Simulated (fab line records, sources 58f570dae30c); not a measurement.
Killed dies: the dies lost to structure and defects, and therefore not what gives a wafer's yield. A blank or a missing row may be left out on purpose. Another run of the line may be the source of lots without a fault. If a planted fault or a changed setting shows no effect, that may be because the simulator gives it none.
Chamber matching | flow berkeley-cmos170 | UCB170_NWELL_ETCH_13 on rie-diel-04 has 3 sister chambers
The step etches Si3N4 in CH3F/Ar/O2, stops on SiO2, target depth 246.4 nm, time 154 s. 3 wafers are shown with their chamber, then 7 later ones without.

WAFERS PAIRED WITH THEIR CHAMBERS
wafer  | chamber | throttle-valve-pct (%)
L911.1 | 0       | 7.83
L914.4 | 3       | 8.25
L916.1 | 2       | 7.96

WAFERS MISSING THEIR CHAMBER
wafer  | throttle-valve-pct (%)
L916.2 | 8.27
L916.5 | 8.25
L919.1 | 8.27
L919.3 | 7.84
L927.4 | 8.27
L927.5 | 8.25
L927.6 | 7.97

CHAMBER TAKEN BY EACH
wafer  | from the rows above | in truth
L916.2 | 3                   | 3
L916.5 | 3                   | 3
L919.1 | 3                   | 3
L919.3 | 0                   | 0
L927.4 | 3                   | 3
L927.5 | 3                   | 3
L927.6 | 2                   | 2
7 of 7 placed correctly. Left unplaced by these rows: 0. Wrongly placed: 0.
How it was worked out, from the rows above alone: a wafer's distance from a chamber is the root of the sum, over the readings, of the square of ((its reading less the chamber's mean) divided by the reading's scatter). If the next closest chamber is less than 2 further off than the closest, the wafer can't be placed; otherwise it belongs to the closest. A chamber's mean is the mean of its shown wafers. The scatter: with one shown wafer a chamber, the root of the mean of the squares of how far each hidden wafer lies from its nearest shown one.
